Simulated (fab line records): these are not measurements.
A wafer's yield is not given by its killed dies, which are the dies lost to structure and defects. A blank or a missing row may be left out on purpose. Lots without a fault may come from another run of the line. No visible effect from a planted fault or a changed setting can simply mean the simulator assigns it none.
A struck lot beside a sound one | flow ritCmos | 14 out of 202 route steps
Sound: the wafers L614.1, L614.2, L614.5. Struck: wafers L623.2, L623.4, L623.5. At the end, the cause is stated.
At each step with rows: each side's tool, then ch and its chambers, then its first start. Under that, the readings that differ: sound wafers | struck wafers | difference of the means | sigmas: that difference in standard deviations of wafers without a fault.
alike: a reading whose means differ by less than 2 such deviations, as well as words and numbers matching on both sides. not compared: withheld readings; readings where some wafer has no value; bounds like >300 that might hide an equal value; numbers whose values overlap and for which the record gives no deviation.
Wherever a step has rows on one side only, a row that says differs or no value, or a row with sigmas, the two part there. Numbers that don't overlap but have no deviation are shown without sigmas and don't part them. A reading missing from all wafers of one side parts the sides only when that side holds two or more wafers.

first, 4 steps without rows for these wafers: RIT_NLDD_SOFTBAKE_02 (time 60 s); RIT_NLDD_EXPOSE_03 (exposes mask M7, target cd 40700 nm); RIT_NLDD_PEB_04; RIT_NLDD_DEVELOP_05 (develop time 50 s).
RIT_NLDD_OVL_MEAS_06:
  sound: overlay-02 at day 4 01:17; struck: overlay-02 at day 5 20:46
  alike: NLDD_OVL
then, 2 steps without rows for these wafers: RIT_NLDD_HARDBAKE_07 (time 60 s); RIT_NLDD_IMPLANT_08.
RIT_NLDD_STRIP_09: strips in O2, time 180 s.
  sound on plasmaAsher-02 ch 0,1, day 4 01:41; struck on plasmaAsher-04 ch 0, day 5 21:06
  alike: drypumpMotorCurrentA, o2FlowSccm
  not compared: rfHoursCounterH
RIT_NLDD_TW_MEAS_10:
  sound: filmMetro-02 at day 4 01:51; struck: filmMetro-02 at day 5 21:17
  alike: NLDD_TW
then, 3 steps without rows for these wafers: RIT_PLDD_HMDS_00 (prime time 60 s); RIT_PLDD_COAT_01 (resist thk 1000 nm); RIT_PLDD_SOFTBAKE_02 (time 60 s).
RIT_PLDD_EXPOSE_03: exposes mask M8, target cd 40900 nm.
  struck on ilineStepper-01, day 5 21:56; sound on ilineStepper-01 ch 0, day 4 02:29
  no value came back on the struck wafers for exposureDoseMJCm2, focusOffsetNm (nm), stageVelMmS (mm/s); on the sound wafers exposureDoseMJCm2 reads 250.41 250.26 250.01
  alike: mask
then, 1 step without rows for these wafers: RIT_PLDD_PEB_04.

== WHERE THEY PART ==
Within this record, at RIT_PLDD_EXPOSE_03 only.

WHY: what had been put in by the simulator
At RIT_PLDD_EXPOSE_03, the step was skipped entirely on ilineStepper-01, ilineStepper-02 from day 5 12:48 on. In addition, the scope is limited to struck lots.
